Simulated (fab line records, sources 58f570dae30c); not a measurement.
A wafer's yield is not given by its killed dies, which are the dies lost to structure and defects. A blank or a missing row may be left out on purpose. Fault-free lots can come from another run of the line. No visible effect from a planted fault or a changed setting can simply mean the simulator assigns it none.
Which tool did it?	flow berkeley-cmos170	Sampling: 13 lots, 39 wafers, 4 of 331 route steps

WHAT THE GAUGES READ, wafer by wafer
UCB170_V2_THK_MEAS_01. Usual: V2_TEOS_THK 2005 nm, standard deviation 31.
lot	measured	on	V2_TEOS_THK (nm)	flag
L875	day 7 19:50	film-metro-01	2012 1988 1999	
L874	day 7 20:29	film-metro-03	1939 1958 1992	
L876	day 8 03:32	film-metro-03	1961 2031 2030	
L878	day 8 15:22	film-metro-01	1983 2022 2058	
L880	day 9 04:01	film-metro-03	1977 1971 1983	
L882	day 9 11:41	film-metro-01	1954 2003 2002	
L884	day 9 20:40	film-metro-02	2001 2010 2016	
L885	day 10 01:38	film-metro-02	1976 2020 2031	
L886	day 10 11:55	film-metro-02	2042 2076 2061	
L891	day 11 08:10	film-metro-03	1992 1994 2034	
L894	day 11 09:43	film-metro-03	1944 2021 2015	
L895	day 12 01:07	film-metro-03	2028 2022 2019	
L897	day 12 06:14	film-metro-03	1990 2014 2008	

UCB170_M3_CD_MEAS_90 targets a cd of 700 nm. Usual: cd-nm at 699 nm, with a standard deviation of 4.1.
lot	measured	on	cd-nm (nm)	flag
L875	day 8 00:33	cd-sem-01	703 696 694	
L874	day 8 01:01	cd-sem-01	699 697 703	
L876	day 8 08:10	cd-sem-01	702 700 705	
L878	day 8 20:06	cd-sem-01	705 700 697	
L880	day 9 09:46	cd-sem-01	705 705 705	
L882	day 9 17:11	cd-sem-01	695 702 702	
L884	day 10 02:05	cd-sem-02	696 691 701	
L885	day 10 06:29	cd-sem-02	700 698 702	
L886	day 10 19:02	cd-sem-02	697 702 698	
L891	day 11 14:16	cd-sem-01	696 699 697	
L894	day 11 15:53	cd-sem-02	696 698 697	
L895	day 12 06:35	cd-sem-02	699 694 693	
L897	day 12 11:43	cd-sem-01	693 701 695	

WHICH TOOL RAN EACH LOT (tool, then ch and the chambers of the sampled wafers, then the start)
lot	UCB170_CONTACT_ETCH_17	UCB170_M3_SPUTTER_01
L875	rie-diel-01 ch 0,2,3, day 7 07:02	pvd-sputter-04, day 7 22:11
L874	rie-diel-03 ch 0,1,3, day 7 07:33	pvd-sputter-01, day 7 22:39
L876	rie-diel-03 ch 1,2, day 7 14:58	pvd-sputter-02, day 8 05:42
L878	rie-diel-01 ch 2,3, day 8 03:02	pvd-sputter-02, day 8 17:46
L880	rie-diel-01 ch 2,3, day 8 13:21	pvd-sputter-01, day 9 06:18
L882	rie-diel-02 ch 0,1,2, day 8 22:15	pvd-sputter-04, day 9 14:50
L884	rie-diel-03 ch 0,3, day 9 09:46	pvd-sputter-01, day 9 23:13
L885	rie-diel-01 ch 0,2,3, day 9 10:39	pvd-sputter-01, day 10 03:58
L886	rie-diel-01 ch 1,2, day 9 19:52	pvd-sputter-01, day 10 14:58
L891	rie-diel-02 ch 1,2,3, day 10 17:50	pvd-sputter-01, day 11 10:40
L894	rie-diel-02 ch 0,2,3, day 10 20:59	pvd-sputter-04, day 11 12:04
L895	rie-diel-01 ch 1,3, day 11 11:53	pvd-sputter-04, day 12 03:47
L897	rie-diel-02 ch 1,2,3, day 11 16:18	pvd-sputter-04, day 12 09:00
- UCB170_CONTACT_ETCH_17: etches BARC in N2/H2.
- UCB170_M3_SPUTTER_01: material Al, target thk 900 nm, time 120 s.

AS READ BY THE TOOLS THEMSELVES (means over the sampled wafers that have a number; for cases with no such wafer, the mark the record gives instead)
UCB170_CONTACT_ETCH_17. Usual: chamber-pressure-mTorr 30.003 mTorr, standard deviation 0.029; drypump-motor-current-A 5.6 A, standard deviation 0.49; oes-product-au 1.00 a.u., standard deviation 0.031; throttle-valve-pct 13.25 %, standard deviation 0.21.
lot	tool	chamber-pressure-mTorr (mTorr)	drypump-motor-current-A (A)	oes-product-au (a.u.)	throttle-valve-pct (%)	flag
L875	rie-diel-01	30.023	5.9	0.99	13.27	
L874	rie-diel-03	30.015	5.6	0.99	13.37	
L876	rie-diel-03	29.996	5.9	0.97	13.52	
L878	rie-diel-01	30.002	5.4	0.97	13.25	
L880	rie-diel-01	29.987	5.4	0.97	13.23	
L882	rie-diel-02	30.027	5.6	1.02	13.13	
L884	rie-diel-03	30.023	5.4	1.02	13.28	
L885	rie-diel-01	29.977	5.9	0.99	13.27	
L886	rie-diel-01	30.002	5.2	0.96	13.09	
L891	rie-diel-02	29.991	5.6	1.01	13.16	
L894	rie-diel-02	30.020	5.6	1.01	13.10	
L895	rie-diel-01	30.001	5.8	0.98	13.07	
L897	rie-diel-02	30.031	5.6	1.01	13.16	

UCB170_M3_SPUTTER_01. Usual: chamber-pressure-pa 0.4999 Pa, standard deviation 0.001; throttle-valve-pct 30.3 %, standard deviation 0.83.
lot	tool	chamber-pressure-pa (Pa)	throttle-valve-pct (%)	flag
L875	pvd-sputter-04	0.5000	30.8	
L874	pvd-sputter-01	0.4997	30.0	
L876	pvd-sputter-02	0.5009	30.7	
L878	pvd-sputter-02	0.4999	30.6	
L880	pvd-sputter-01	0.5001	30.1	
L882	pvd-sputter-04	0.4993	30.8	
L884	pvd-sputter-01	0.5001	29.2	
L885	pvd-sputter-01	0.5004	29.3	
L886	pvd-sputter-01	0.5001	29.6	
L891	pvd-sputter-01	0.5192	29.0	OFF
L894	pvd-sputter-04	0.4992	30.9	
L895	pvd-sputter-04	0.4999	31.1	
L897	pvd-sputter-04	0.4998	31.0	

THE ANSWER, worked out from the rows above alone
Rule: a lot is off if the mean of its wafers that have a number lies more than 3 standard deviations from the usual mean. Also off: a lot with no number at a reading for which 4 or more lots have one. The other lots that the step has rows for count as sound. The gauges are gone through in route order, then the tools' own readings, and for those a lot's mean is taken as printed above. The first step at which some lot is off is used, and at that step the reading that is off furthest; a lot without a number counts as furthest.
Off at UCB170_M3_SPUTTER_01 (chamber-pressure-pa): L891.
A tool fits if, at that step or a process step before it, it ran every lot that is off, and no sound lot after the first of them. One fits: pvd-sputter-01 at UCB170_M3_SPUTTER_01. A fault onset in the window from L886 (day 10 14:58, its last sound lot) to L891 (day 11 10:40, its first lot off) fits.
On the lots that are off, the tool's own readings at UCB170_M3_SPUTTER_01 differ by more than 5 times the standard deviation of the sound lots' means, which bears it out; chamber-pressure-pa reads 0.5192 Pa there versus 0.5000 Pa on the sound lots.

WHAT THE SIMULATOR PUT IN
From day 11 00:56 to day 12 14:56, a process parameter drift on pvd-sputter-01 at UCB170_M3_SPUTTER_01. Setting chamber-pressure-pa, moved by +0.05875, from 0.5. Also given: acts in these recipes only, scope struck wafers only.
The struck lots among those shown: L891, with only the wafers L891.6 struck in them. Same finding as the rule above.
